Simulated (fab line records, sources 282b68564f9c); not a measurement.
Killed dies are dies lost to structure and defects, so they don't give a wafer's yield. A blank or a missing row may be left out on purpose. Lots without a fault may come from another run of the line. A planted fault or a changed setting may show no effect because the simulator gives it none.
Which tool did it? | flow rit_cmos | 14 lots, 42 wafers sampled, at 2 steps of a route of 202

WHAT THE GAUGES READ, wafer by wafer
The record holds no reading of a measuring or inspecting step that can be judged against a usual standard deviation.

WHICH TOOL RAN EACH LOT (tool, then ch and the chambers of the sampled wafers, then the start)
lot  | RIT_ACTIVE_CVD_03          | RIT_M1_PROBE_99
L372 | lpcvd-01 ch 1, day 1 12:43 | prober-01, day 3 11:52
L374 | lpcvd-02 ch 0, day 1 22:27 | prober-01, day 3 23:31
L376 | lpcvd-01 ch 1, day 2 08:54 | prober-01, day 4 10:46
L378 | lpcvd-02 ch 0, day 2 20:51 | prober-01, day 4 22:34
L379 | lpcvd-02 ch 1, day 3 00:11 | prober-02, day 5 00:55
L380 | lpcvd-02 ch 0, day 3 04:14 | prober-01, day 5 08:16
L381 | lpcvd-02 ch 0, day 3 09:07 | prober-02, day 5 12:29
L382 | lpcvd-02 ch 0, day 3 14:07 | prober-01, day 5 15:34
L386 | lpcvd-01 ch 1, day 4 12:10 | prober-01, day 6 17:24
L387 | lpcvd-01 ch 1, day 4 17:01 | -
L388 | lpcvd-02 ch 0, day 4 21:15 | -
L393 | lpcvd-02 ch 1, day 6 01:35 | prober-01, day 8 16:25
L394 | lpcvd-02 ch 0, day 6 12:19 | prober-01, day 9 03:50
L395 | lpcvd-02 ch 0, day 6 12:19 | prober-02, day 9 02:20
- RIT_ACTIVE_CVD_03: deposits Si3N4 from SiH2Cl2/NH3, target thk 150 nm, time 1500 s.
- RIT_M1_PROBE_99

WHAT THE TOOLS THEMSELVES READ (means of the sampled wafers that have a number; where no wafer has one, the mark that the record gives instead)
RIT_ACTIVE_CVD_03. Usual: nh3_flow_sccm 150.1 sccm, standard deviation 0.39; pressure_mtorr 299.9 mTorr, standard deviation 0.74; sih2cl2_flow_sccm 60.01 sccm, standard deviation 0.18.
lot  | tool     | nh3_flow_sccm (sccm) | pressure_mtorr (mTorr) | sih2cl2_flow_sccm (sccm) | flag
L372 | lpcvd-01 | 150.0                | 299.4                  | 59.96                    |
L374 | lpcvd-02 | 150.0                | 300.7                  | 60.00                    |
L376 | lpcvd-01 | 150.0                | 299.5                  | 59.86                    |
L378 | lpcvd-02 | 150.1                | 301.0                  | 59.73                    |
L379 | lpcvd-02 | 150.5                | 300.5                  | 60.09                    |
L380 | lpcvd-02 | 150.2                | 300.3                  | 59.97                    |
L381 | lpcvd-02 | 150.4                | 299.6                  | 60.00                    |
L382 | lpcvd-02 | 150.3                | 299.8                  | 59.95                    |
L386 | lpcvd-01 | 149.2                | 299.8                  | 60.03                    |
L387 | lpcvd-01 | -                    | -                      | -                        | OFF
L388 | lpcvd-02 | -                    | -                      | -                        | OFF
L393 | lpcvd-02 | 150.2                | 299.2                  | 60.14                    |
L394 | lpcvd-02 | 149.9                | 299.2                  | 59.89                    |
L395 | lpcvd-02 | 150.0                | 300.5                  | 60.02                    |

RIT_M1_PROBE_99. Usual: defect_limited_yield 97.3 %, standard deviation 1.2; killed_at_contacts 0.1, standard deviation 0.3; killed_at_front_end 7, standard deviation 3.1; killed_dies 7, standard deviation 3.1; killed_open 3.8, standard deviation 2.3; killed_short 3.2, standard deviation 1.9; sort_bin_3_pad_short 0.1 %, standard deviation 0.2; sort_bin_5_function 1.6 %, standard deviation 0.91; sort_bin_6_memory 1.0 %, standard deviation 0.6; sort_n_pass 257, standard deviation 3.1; sort_yield_pct 97.3 %, standard deviation 1.2.
lot  | tool      | defect_limited_yield (%) | killed_at_contacts | killed_at_front_end | killed_dies | killed_open | killed_short | sort_bin_3_pad_short (%) | sort_bin_5_function (%) | sort_bin_6_memory (%) | sort_n_pass | sort_yield_pct (%) | flag
L372 | prober-01 | 96.1                     | 0.0                | 10                  | 10          | 5.3         | 5.0          | 0.1                      | 2.0                     | 1.8                   | 254         | 96.1               |
L374 | prober-01 | 97.3                     | 0.0                | 7                   | 7           | 3.0         | 4.0          | 0.1                      | 2.0                     | 0.5                   | 257         | 97.3               |
L376 | prober-01 | 96.8                     | 0.0                | 8                   | 8           | 5.3         | 3.0          | 0.0                      | 2.3                     | 0.9                   | 256         | 96.8               |
L378 | prober-01 | 96.6                     | 0.3                | 9                   | 9           | 3.7         | 5.3          | 0.1                      | 2.3                     | 1.0                   | 255         | 96.6               |
L379 | prober-02 | 95.8                     | 0.0                | 11                  | 11          | 6.0         | 5.0          | 0.1                      | 3.2                     | 0.9                   | 253         | 95.8               |
L380 | prober-01 | 97.5                     | 0.3                | 6                   | 7           | 4.0         | 2.7          | 0.0                      | 1.9                     | 0.6                   | 257         | 97.5               |
L381 | prober-02 | 98.1                     | 0.3                | 5                   | 5           | 3.0         | 2.0          | 0.1                      | 0.9                     | 0.9                   | 259         | 98.1               |
L382 | prober-01 | 98.0                     | 0.3                | 5                   | 5           | 3.3         | 2.0          | 0.0                      | 1.4                     | 0.6                   | 259         | 98.0               |
L386 | prober-01 | 97.0                     | 0.0                | 8                   | 8           | 5.3         | 2.7          | 0.0                      | 1.6                     | 1.4                   | 256         | 97.0               |
L393 | prober-01 | 97.7                     | 0.0                | 6                   | 6           | 4.0         | 2.0          | 0.1                      | 1.8                     | 0.4                   | 258         | 97.7               |
L394 | prober-01 | 97.6                     | 0.3                | 6                   | 6           | 3.0         | 3.3          | 0.1                      | 0.9                     | 1.4                   | 258         | 97.6               |
L395 | prober-02 | 97.5                     | 0.0                | 7                   | 7           | 4.7         | 2.0          | 0.0                      | 1.8                     | 0.8                   | 257         | 97.5               |

THE ANSWER, worked out from the rows above alone
Rule: a lot is off if the mean of its wafers that have a number lies more than 3 standard deviations from the usual mean. A lot without any number at a reading at which 4 lots or more have one is off too. The other lots that the step has rows for count as sound. The gauges are gone through in route order, then the tools' own readings, and for those a lot's mean is taken as printed above. The first step at which some lot is off is used, and at that step the reading that is off furthest; a lot without a number counts as furthest.
Off: L387, L388, at RIT_ACTIVE_CVD_03 (nh3_flow_sccm). Without a number there: L387, L388.
A tool fits if, at that step or a process step before it, it ran every lot that is off, and no sound lot after the first of them. None of those tried fits.

WHAT THE SIMULATOR HAD PUT IN
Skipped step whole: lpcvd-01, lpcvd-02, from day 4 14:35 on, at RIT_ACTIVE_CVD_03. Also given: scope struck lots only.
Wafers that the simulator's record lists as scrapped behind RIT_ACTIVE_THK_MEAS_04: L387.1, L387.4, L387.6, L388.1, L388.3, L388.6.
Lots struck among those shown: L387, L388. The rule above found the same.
